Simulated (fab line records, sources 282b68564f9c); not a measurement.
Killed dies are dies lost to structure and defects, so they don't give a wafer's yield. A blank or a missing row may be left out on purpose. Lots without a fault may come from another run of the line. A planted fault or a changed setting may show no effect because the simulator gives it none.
Which tool did it? | flow rit_cmos | 14 lots, 42 wafers sampled, at 3 steps of a route of 202

WHAT THE GAUGES READ, wafer by wafer
RIT_PLDD_TW_MEAS_10. Usual: PLDD_TW 2328, standard deviation 25.
lot  | measured    | on            | PLDD_TW        | flag
L180 | day 3 04:56 | film_metro-02 | 2317 2310 2323 |
L181 | day 3 10:01 | film_metro-01 | 2294 2288 2297 |
L182 | day 3 12:13 | film_metro-02 | 2310 2325 2322 |
L183 | day 3 20:13 | film_metro-01 | 2303 2294 2299 |
L184 | day 3 23:18 | film_metro-03 | 2348 2347 2337 |
L185 | day 4 07:35 | film_metro-01 | 1453 1445 1448 | OFF
L186 | day 4 10:08 | film_metro-02 | 1488 1489 1488 | OFF
L195 | day 6 06:17 | film_metro-02 | 2368 2354 2354 |
L196 | day 6 13:28 | film_metro-01 | 2283 2283 2291 |
L197 | day 6 19:04 | film_metro-01 | 2283 2283 2271 |
L198 | day 6 22:52 | film_metro-03 | 2374 2378 2352 |
L199 | day 7 00:58 | film_metro-02 | 2348 2329 2344 |
L200 | day 7 07:46 | film_metro-01 | 2307 2299 2297 |
L201 | day 7 14:29 | film_metro-02 | 2345 2350 2340 |

RIT_SDANNEAL_RS_MEAS_06: measures by four-point-probe. Usual: PLDD_RS 178.5 ohm/sq, standard deviation 0.53.
lot  | measured    | on            | PLDD_RS (ohm/sq)  | flag
L180 | day 3 11:07 | film_metro-01 | 178.2 178.7 178.2 |
L181 | day 3 16:56 | film_metro-03 | 178.8 178.7 179.0 |
L182 | day 3 18:56 | film_metro-03 | 178.6 178.5 178.2 |
L183 | day 4 03:18 | film_metro-01 | 178.5 178.7 178.4 |
L184 | day 4 05:29 | film_metro-03 | 178.2 178.0 178.4 |
L185 | day 4 14:24 | film_metro-03 | 601.7 605.3 606.1 | OFF
L186 | day 4 17:13 | film_metro-03 | 575.5 570.2 570.9 | OFF
L195 | day 6 12:51 | film_metro-01 | 178.9 178.9 179.1 |
L196 | day 6 20:02 | film_metro-01 | 178.2 177.9 178.6 |
L197 | day 7 01:37 | film_metro-01 | 178.7 179.1 178.4 |
L198 | day 7 05:50 | film_metro-03 | 178.4 178.6 178.7 |
L199 | day 7 08:25 | film_metro-02 | 179.0 179.3 178.8 |
L200 | day 7 14:52 | film_metro-01 | 178.1 178.4 177.9 |
L201 | day 7 20:49 | film_metro-02 | 178.5 178.5 178.7 |

WHICH TOOL RAN EACH LOT (tool, then ch and the chambers of the sampled wafers, then the start)
lot  | RIT_PLDD_IMPLANT_08
L180 | implanter-03 ch 0, day 3 04:38
L181 | implanter-02 ch 0, day 3 09:42
L182 | implanter-03 ch 0, day 3 11:55
L183 | implanter-02 ch 0, day 3 19:55
L184 | implanter-03 ch 0, day 3 22:58
L185 | implanter-03 ch 0, day 4 07:16
L186 | implanter-03 ch 0, day 4 09:50
L195 | implanter-02 ch 0, day 6 05:59
L196 | implanter-02 ch 0, day 6 13:10
L197 | implanter-04 ch 0, day 6 18:45
L198 | implanter-02 ch 0, day 6 22:32
L199 | implanter-04 ch 0, day 7 00:40
L200 | implanter-02 ch 0, day 7 07:26
L201 | implanter-02 ch 0, day 7 14:09
- RIT_PLDD_IMPLANT_08

WHAT THE TOOLS THEMSELVES READ (means of the sampled wafers that have a number; where no wafer has one, the mark that the record gives instead)
RIT_PLDD_IMPLANT_08. Usual: dose_ions_cm2 8.999e+14, standard deviation 1.1e+12; end_station_pressure_torr 7.3e-06 Torr, standard deviation 3.8e-07; faraday_current_uA 2819, standard deviation 55.
lot  | tool         | dose_ions_cm2 | end_station_pressure_torr (Torr) | faraday_current_uA | flag
L180 | implanter-03 | 9.018e+14     | 7.2e-06                          | 2804               |
L181 | implanter-02 | 9.005e+14     | 7.5e-06                          | 2828               |
L182 | implanter-03 | 8.998e+14     | 7.1e-06                          | 2837               |
L183 | implanter-02 | 8.992e+14     | 7.8e-06                          | 2801               |
L184 | implanter-03 | 9.004e+14     | 7.4e-06                          | 2783               |
L185 | implanter-03 | 1.797e+14     | 5.2e-06                          | 567                | OFF
L186 | implanter-03 | 1.801e+14     | 5.5e-06                          | 568                | OFF
L195 | implanter-02 | 9.002e+14     | 7.7e-06                          | 2847               |
L196 | implanter-02 | 9.002e+14     | 6.9e-06                          | 2757               |
L197 | implanter-04 | 9.009e+14     | 7.3e-06                          | 2842               |
L198 | implanter-02 | 9.012e+14     | 7.4e-06                          | 2827               |
L199 | implanter-04 | 9.009e+14     | 7.3e-06                          | 2873               |
L200 | implanter-02 | 8.994e+14     | 7.4e-06                          | 2824               |
L201 | implanter-02 | 8.993e+14     | 7.8e-06                          | 2823               |

THE ANSWER, worked out from the rows above alone
Rule: a lot is off if the mean of its wafers that have a number lies more than 3 standard deviations from the usual mean. A lot without any number at a reading at which 4 lots or more have one is off too. The other lots that the step has rows for count as sound. The gauges are gone through in route order, then the tools' own readings, and for those a lot's mean is taken as printed above. The first step at which some lot is off is used, and at that step the reading that is off furthest; a lot without a number counts as furthest.
Off: L185, L186, at RIT_PLDD_TW_MEAS_10 (PLDD_TW).
A tool fits if, at a process step before that reading, it ran every lot that is off, and no sound lot after the first of them. The gauges at RIT_PLDD_TW_MEAS_10 aren't tried: what is off there is off at RIT_SDANNEAL_RS_MEAS_06 too, on other tools, and a gauge's error can't cause that. One fits: implanter-03 at RIT_PLDD_IMPLANT_08. Its last sound lot is L184 (day 3 22:58), its first lot that is off L185 (day 4 07:16): a fault that began between those two fits.
The tool's own readings at RIT_PLDD_IMPLANT_08 bear it out: on the lots that are off they differ by more than 5 times the standard deviation of the sound lots' means. dose_ions_cm2 reads 1.799e+14 there against 9.003e+14 on the sound lots; end_station_pressure_torr reads 5.3e-06 Torr there against 7.4e-06 Torr on the sound lots; faraday_current_uA reads 568 there against 2820 on the sound lots.

WHAT THE SIMULATOR HAD PUT IN
Process parameter drift: implanter-03, from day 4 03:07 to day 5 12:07, at RIT_PLDD_IMPLANT_08. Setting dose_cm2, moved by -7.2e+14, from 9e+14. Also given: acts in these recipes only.
Lots struck among those shown: L185, L186. The rule above found the same.
